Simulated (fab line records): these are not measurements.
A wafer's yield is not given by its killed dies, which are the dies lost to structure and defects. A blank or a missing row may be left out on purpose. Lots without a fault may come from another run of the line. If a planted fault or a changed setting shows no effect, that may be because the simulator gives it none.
Which tool did it? :: flow berkeleyCmos170 :: 39 wafers sampled from 13 lots at 1 step of a route of 331

## WHAT THE GAUGES READ, wafer by wafer
The record lacks any reading of a measuring or inspecting step that a usual standard deviation could be used to judge.

## WHAT TOOL EACH LOT RAN ON (gives the tool, then ch and the chambers of the sampled wafers, and finally the start)
lot: L800
UCB170_M1_ETCH_11: rieDiel-03 ch 0,1,3, day 8 20:25

lot: L801
UCB170_M1_ETCH_11: rieDiel-02 ch 0,1,3, day 8 20:49

lot: L803
UCB170_M1_ETCH_11: rieDiel-02 ch 0,1,3, day 9 12:13

lot: L805
UCB170_M1_ETCH_11: rieDiel-04 ch 0,2,3, day 9 13:16

lot: L806
UCB170_M1_ETCH_11: rieDiel-02 ch 0,1,3, day 9 17:12

lot: L809
UCB170_M1_ETCH_11: rieDiel-04 ch 0,3, day 10 06:00

lot: L807
UCB170_M1_ETCH_11: rieDiel-03 ch 0,3, day 10 07:22

lot: L817
UCB170_M1_ETCH_11: rieDiel-03 ch 0,2,3, day 12 12:01

lot: L818
UCB170_M1_ETCH_11: rieDiel-02 ch 1,2, day 12 12:44

lot: L816
UCB170_M1_ETCH_11: rieDiel-04 ch 1,2,3, day 12 13:00

lot: L819
UCB170_M1_ETCH_11: rieDiel-02 ch 0,2,3, day 12 13:16

lot: L820
UCB170_M1_ETCH_11: rieDiel-03 ch 0,2, day 12 14:03

lot: L821
UCB170_M1_ETCH_11: rieDiel-02 ch 1,2, day 12 16:42
- UCB170_M1_ETCH_11: etches BARC in N2/H2.

## AS READ BY THE TOOLS THEMSELVES (means over the sampled wafers that have a number; for cases with no such wafer, the mark the record gives instead)
UCB170_M1_ETCH_11. Usual: drypumpMotorCurrentA 5.9 A, standard deviation 0.54; oesProductAu 1.002 a.u., standard deviation 0.018; throttleValvePct 13.24 %, standard deviation 0.14.
lot: L800
tool: rieDiel-03
drypumpMotorCurrentA (A): 5.9
oesProductAu (a.u.): 1.016
throttleValvePct (%): 13.18
flag: 

lot: L801
tool: rieDiel-02
drypumpMotorCurrentA (A): 5.6
oesProductAu (a.u.): 1.003
throttleValvePct (%): 13.29
flag: 

lot: L803
tool: rieDiel-02
drypumpMotorCurrentA (A): 5.6
oesProductAu (a.u.): 1.009
throttleValvePct (%): 13.30
flag: 

lot: L805
tool: rieDiel-04
drypumpMotorCurrentA (A): 5.7
oesProductAu (a.u.): 0.993
throttleValvePct (%): 13.28
flag: 

lot: L806
tool: rieDiel-02
drypumpMotorCurrentA (A): 5.6
oesProductAu (a.u.): 1.007
throttleValvePct (%): 13.30
flag: 

lot: L809
tool: rieDiel-04
drypumpMotorCurrentA (A): 5.5
oesProductAu (a.u.): 0.983
throttleValvePct (%): 13.30
flag: 

lot: L807
tool: rieDiel-03
drypumpMotorCurrentA (A): 5.7
oesProductAu (a.u.): 1.010
throttleValvePct (%): 13.17
flag: 

lot: L817
tool: rieDiel-03
drypumpMotorCurrentA (A): 6.0
oesProductAu (a.u.): 0.998
throttleValvePct (%): 13.20
flag: 

lot: L818
tool: rieDiel-02
drypumpMotorCurrentA (A): 6.1
oesProductAu (a.u.): 1.009
throttleValvePct (%): 13.23
flag: 

lot: L816
tool: rieDiel-04
drypumpMotorCurrentA (A): 5.8
oesProductAu (a.u.): 1.076
throttleValvePct (%): 13.22
flag: OFF

lot: L819
tool: rieDiel-02
drypumpMotorCurrentA (A): 6.0
oesProductAu (a.u.): 0.996
throttleValvePct (%): 13.17
flag: 

lot: L820
tool: rieDiel-03
drypumpMotorCurrentA (A): 5.7
oesProductAu (a.u.): 0.997
throttleValvePct (%): 13.09
flag: 

lot: L821
tool: rieDiel-02
drypumpMotorCurrentA (A): 6.1
oesProductAu (a.u.): 1.001
throttleValvePct (%): 13.24
flag: 

## THE ANSWER, worked out from the rows above alone
Rule: lot off if the mean of its wafers having a number is beyond 3 standard deviations from the usual mean. A lot without any number at a reading at which 4 lots or more have one is off too. Any other lot the step has rows for is counted as sound. First the gauges in route order, then the tools' own readings, where a lot's mean is used as printed above. The first step at which some lot is off is used, and at that step the reading that is off furthest; a lot without a number counts as furthest.
Off at UCB170_M1_ETCH_11 (oesProductAu): L816.
A tool fits if, at that step or a process step before it, it ran every lot that is off, and no sound lot after the first of them. One fits: rieDiel-04 at UCB170_M1_ETCH_11. A fault onset in the window from L809 (day 10 06:00, its last sound lot) to L816 (day 12 13:00, its first lot off) fits.
The tool's own readings at UCB170_M1_ETCH_11 bear it out: on the lots that are off they differ by more than 5 times the standard deviation of the sound lots' means. oesProductAu reads 1.076 a.u. there against 1.002 a.u. on the sound lots.

## WHAT THE SIMULATOR HAD INSERTED
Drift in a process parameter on rieDiel-04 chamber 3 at UCB170_M1_ETCH_11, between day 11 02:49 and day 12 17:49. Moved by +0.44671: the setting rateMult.
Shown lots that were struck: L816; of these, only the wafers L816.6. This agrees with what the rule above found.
